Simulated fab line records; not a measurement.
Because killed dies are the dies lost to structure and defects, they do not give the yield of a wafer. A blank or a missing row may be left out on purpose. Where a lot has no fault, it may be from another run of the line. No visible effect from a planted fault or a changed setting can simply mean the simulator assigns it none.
A struck lot beside a sound one	flow rit-cmos	18 steps out of a route of 202
Sound: wafers L533.1, L533.2, L533.3. Wafers L545.1, L545.2, L545.6 were the ones struck. The cause comes at the end.
Each step with rows lists, per side, the tool, then ch with its chambers, then its first start. Under that, the readings that differ: sound wafers	struck wafers	difference of the means	sigmas: that difference in standard deviations of wafers without a fault.
alike: readings with means less than 2 such deviations apart, plus words and numbers identical on both sides. not compared: withheld readings, readings lacking a value on some wafer, bounds such as >300 that could conceal the same value, and numbers that have no deviation in the record and whose values overlap.
The two part at a step that has a row with sigmas, a row that says differs or no value, or rows on one side only. Numbers that have no deviation but don't overlap get no sigmas and don't part them. Lack of a reading on every wafer of one side parts them only where that side has two or more wafers.

first, 1 step without rows for these wafers: RIT_SILICIDE_WET_ETCH_00 (etches SiO2 in BOE, target depth 14 nm, time 15 s).
RIT_SILICIDE_SPUTTER_01: material Ti, target thk 30 nm, time 240 s.
  sound: pvd-sputter-02 at day 4 21:12; struck: pvd-sputter-01 at day 6 18:06
  alike: throttle-valve-pct
RIT_SILICIDE_RS_MEAS_02: a four-point-probe measurement.
  sound: film-metro-04 at day 4 21:21; struck: film-metro-04 at day 6 18:15
  alike: SILICIDE_TI_RS
RIT_SILICIDE_THK_MEAS_03: measures by xrf.
  sound: film-metro-04 at day 4 21:28; struck: film-metro-04 at day 6 18:22
  alike: SILICIDE_TI_THK
RIT_SILICIDE_RTA_04: time 10 s, ramp up 5 s, ramp down 5 s.
  sound on rtp-anneal-01 ch 0, day 4 21:32; struck on rtp-anneal-01 ch 0, day 6 18:26
  alike: chamber-o2-ppm, wafer_temp_C_max
then, 1 step without rows for these wafers: RIT_SILICIDE_WET_ETCH_05 (etches Ti in SPM, time 120 s).
RIT_SILICIDE_RTA_06: time 10 s, ramp up 5 s, ramp down 10 s.
  sound on rtp-anneal-01 ch 0, day 4 21:41; struck on rtp-anneal-02 ch 0, day 6 18:32
  alike: chamber-o2-ppm, wafer_temp_C_max
RIT_CONTACT_CVD_00: deposits SiO2 from TEOS, target thk 400 nm, time 61 s.
  sound on pecvd-03 ch 0,1,2, day 4 21:44; struck on pecvd-01 ch 0,2, day 6 18:36
  alike: heater-power-w, rf-fwd-power-W
RIT_CONTACT_THK_MEAS_01:
  sound: film-metro-04 at day 4 21:47; struck: film-metro-01 at day 6 18:39
  alike: CONTACT_TEOS_THK
then, 3 steps without rows for these wafers: RIT_CONTACT_HMDS_02 (prime time 60 s); RIT_CONTACT_COAT_03 (resist thk 1000 nm); RIT_CONTACT_SOFTBAKE_04 (time 60 s).
RIT_CONTACT_EXPOSE_05: exposes mask M11, target cd 1000 nm.
  sound on iline-stepper-02 ch 0, day 4 22:18; struck on iline-stepper-02 ch 0, day 6 19:26
reading	sound	struck	difference	sigmas
reticle-temp-C (C)	23.14 23.07 23.13	22.86 22.83 22.85	-0.27	-2
model.CONTACT.overlay-x-nm (nm)	0.3353 0.3353 0.3353	237 237 237	+237	
  alike: mask
then, 2 steps without rows for these wafers: RIT_CONTACT_PEB_06; RIT_CONTACT_DEVELOP_07 (develop time 120 s).
RIT_CONTACT_CD_MEAS_08: the cd target is 1000 nm.
  sound: cd-sem-02 at day 4 22:49; struck: cd-sem-02 at day 6 20:04
  alike: cd-nm
RIT_CONTACT_OVL_MEAS_09:
  sound: overlay-02 at day 4 22:56; struck: overlay-02 at day 6 20:23
reading	sound	struck	difference	sigmas
CONTACT_OVL (nm)	0.4 1.4 0.7	238.2 237.5 237.6	+236.9	+99 or more
  not compared: hold
RIT_M1_PROBE_99:
  the record has rows for the sound wafers here (prober-02, day 5 05:49) and none for the struck ones

## WHERE THEY PART
First at RIT_CONTACT_EXPOSE_05; last, within this record, at RIT_M1_PROBE_99.

WHY: what had been put in by the simulator
Scanner matching overlay: iline-stepper-02, from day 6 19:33 on, at RIT_CONTACT_EXPOSE_05. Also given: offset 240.
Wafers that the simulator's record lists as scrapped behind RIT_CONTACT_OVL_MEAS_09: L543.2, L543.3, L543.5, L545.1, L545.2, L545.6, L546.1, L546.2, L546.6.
